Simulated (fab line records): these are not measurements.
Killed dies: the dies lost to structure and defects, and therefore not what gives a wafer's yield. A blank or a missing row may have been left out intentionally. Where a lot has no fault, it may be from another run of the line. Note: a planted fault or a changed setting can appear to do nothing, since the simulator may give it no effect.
Split-lot experiment ; flow berkeleyCmos170 ; 23 wafers read from 5 lots, route of 331 steps

== SPLIT DETAILS ==
At UCB170_M3_METAL_ETCH_18 (etches Al in Cl2/BCl3, stops on SiO2, target depth 1170 nm, time 195 s), the setting icpW was moved away from the recipe's 600 W on 11 of the 23 wafers read, by -7.4% to +10.9%. This setting was run at the recipe's value on the other wafers.

Between the split and the reading, the file records no step.

== THE READING ==
oesProductAu, in a.u., at UCB170_M3_STRIP_19 (strips in O2). A value of 0.542 a.u. with a standard deviation of 0.0094 a.u. is what fault-free wafers of this fab line usually give.

wafer;tool, chamber at the split;icpW as run, W;against the recipe;oesProductAu, a.u.;against lot-mates on the recipe
L076.2;rieMetal-03, 1;600;recipe;0.543;-
L076.3;rieMetal-03, 0;600;recipe;0.559;-
L076.4;rieMetal-03, 1;600;recipe;0.545;-
L081.1;rieMetal-03, 1;555.6;-7.4%;0.585;+0.039
L081.2;rieMetal-03, 0;600;recipe;0.549;-
L081.3;rieMetal-03, 1;555.6;-7.4%;0.592;+0.046
L081.5;rieMetal-03, 0;600;recipe;0.543;-
L081.6;rieMetal-03, 1;555.6;-7.4%;0.586;+0.040
L083.1;rieMetal-04, 0;600;recipe;0.532;-
L083.2;rieMetal-04, 1;600;recipe;0.545;-
L083.3;rieMetal-04, 1;580.6;-3.2%;0.555;+0.017
L083.4;rieMetal-04, 0;580.6;-3.2%;0.557;+0.019
L083.6;rieMetal-04, 0;580.6;-3.2%;0.557;+0.019
L082.1;rieMetal-04, 1;579.4;-3.4%;0.563;+0.020
L082.2;rieMetal-04, 0;600;recipe;0.538;-
L082.3;rieMetal-04, 0;579.4;-3.4%;0.554;+0.011
L082.4;rieMetal-04, 1;600;recipe;0.547;-
L082.5;rieMetal-04, 1;600;recipe;0.545;-
L084.1;rieMetal-02, 0;600;recipe;0.533;-
L084.2;rieMetal-02, 0;665.3;+10.9%;0.485;-0.055
L084.4;rieMetal-02, 0;665.3;+10.9%;0.474;-0.067
L084.5;rieMetal-02, 0;665.3;+10.9%;0.467;-0.073
L084.6;rieMetal-02, 0;600;recipe;0.548;-

THE FIT
A straight line over all 23 wafers: oesProductAu changes by -0.00599 a.u. for each +1% of icpW; r = -0.98; the points scatter about the line by 0.0068 a.u.
The same after taking each lot's own level away (the mean of its wafers on the recipe; 23 wafers): -0.00581 a.u. for each +1%; r = -0.98; scatter 0.0057 a.u.
That fit puts the effect of the largest move of icpW on the reading at 0.063 a.u.
The lots' own levels span 0.5385 to 0.5490 a.u., that is 1.1 times the standard deviation above.
The two slopes are in agreement: the lot-to-lot level therefore moves the slope only a little.
Check: for one of the wafers moved furthest among these (+10.9%), held out of the fit, the line's prediction against its lot-mates is -0.0672 a.u. Against them it came out at -0.0555 a.u.

== ADDITIONAL SPLITS CARRIED BY THESE WAFERS ==
Other splits were also applied to these wafers ahead of the reading. Each is held against what the fit with the lots' levels taken away leaves over:
other split on the same wafers;wafers away from the commonest value;r with oesProductAu (lot level and that fit taken away)
UCB170_M3_PEB_13 pebTempC;10;+0.33

== THE WHOLE CHAIN: every reading that the file lists as answering this split, in the file's order ==
step;what it does;reading;change (the file's fit);r (the file's)
UCB170_M3_METAL_ETCH_18;etches Al in Cl2/BCl3, stops on SiO2, target depth 1170 nm, time 195 s;KrF_of_M3_COAT_10.thkNm (the simulator's own value, which no gauge read);-5.33 nm for each +1% of the setting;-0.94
UCB170_M3_STRIP_19;strips in O2;oesProductAu;-0.00576 a.u. for each +1% of the setting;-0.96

== THE FILE'S OWN FIT ==
oesProductAu changes by -0.00576 a.u. for each +1% of icpW, r = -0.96.
